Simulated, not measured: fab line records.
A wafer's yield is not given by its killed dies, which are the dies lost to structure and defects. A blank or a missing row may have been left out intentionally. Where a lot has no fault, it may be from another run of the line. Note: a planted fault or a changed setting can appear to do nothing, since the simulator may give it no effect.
Code-filled problem report in 8D (eight disciplines) form | flow rit cmos | the parts of the form that need people (team, actions taken, sign-off) are left out

== 1. WHAT WENT WRONG ==
At RIT_M1_PROBE_99, killed at front end averages 31.3 over 3 wafers from 2 lots, while fault-free wafers read 6.7, standard deviation 2.9. Measured from the usual mean, that is +8.5 standard deviations.
First observed at day 7 02:55: wafer L315.6, on prober-02. At this step, 6 wafers from 2 lots have a number in the record. Rule for "out" (also "out of limits"): further than 4 standard deviations from the usual mean. The rest of the wafers with a number are treated as sound.

== 2. WHAT THIS IS AND IS NOT ==
question                    | is                                              | is not
which readings at this step | killed at front end, killed dies, killed on rim | killed open, killed short
which lots                  | L315, L316                                      | -
which wafers of those lots  | L315.6, L316.1, L316.5                          | L315.1, L315.4, L316.4
read on which tools         | prober-01, prober-02                            | -
when                        | from day 7 02:55                                | up to then (2 sound wafers); but 1 sound wafer of L316 came after

== 3. WHAT RULES OUT EACH SUSPECT ==
Counting: a tool at a process step up to the reading stays a suspect if it ran every lot that is out. Sound lots after the first of them don't rule it out here, since some wafers of a struck lot are sound.
- plasma asher-02 at RIT_GATE_STRIP_20 (strips in O2, time 180 s): kept. It ran every lot that is out, first L315 (day 6 06:53).
- Within plasma asher-02 at RIT_GATE_STRIP_20: the wafers that are out ran in chamber 1; their sound lot-mates ran in chamber 0.
Left after counting: plasma asher-02 at RIT_GATE_STRIP_20.

== 4. THE CAUSE (what the simulator had put in) ==
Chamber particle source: plasma asher-02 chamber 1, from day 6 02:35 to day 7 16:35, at RIT_GATE_STRIP_20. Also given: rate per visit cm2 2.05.
This tool alone remained once counting was done.

== 5. SEQUENCE OF EFFECTS, ordered by route ==
One row per reading whose mean, taken over the struck wafers that have a number, lies over 3 standard deviations from the usual. Only readings whose record carries a usual standard deviation are examined. hours: median over the lots of the time between each lot's start at the first step of this table that gives one and its start at this step. sigmas: the change, counted in usual standard deviations.
hours | step            | reading             | usual | on struck wafers | change | sigmas
0     | RIT_M1_PROBE_99 | killed at front end | 6.7   | 31.3             | +24.6  | +8.5
0     | RIT_M1_PROBE_99 | killed dies         | 6.7   | 31.7             | +25.0  | +8.6
0     | RIT_M1_PROBE_99 | killed on rim       | 1.8   | 12.0             | +10.2  | +7.3
Process steps it contains:
- RIT_M1_PROBE_99

== 6. HOW IT WOULD HAVE BEEN CAUGHT EARLIER ==
24 hours passed between the start of the fault at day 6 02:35 and the first reading out of limits in this record, taken at day 7 02:55.
An alarm limit of 4 standard deviations would not have fired on the tool readings at RIT_GATE_STRIP_20 for which the record gives a usual standard deviation, since none of them was out on any struck wafer.
The start of RIT_GATE_STRIP_20 on plasma asher-02 came by day 7 02:55 for every one of the lots that are out (2). Holding the tool at that point would not have protected any of them.
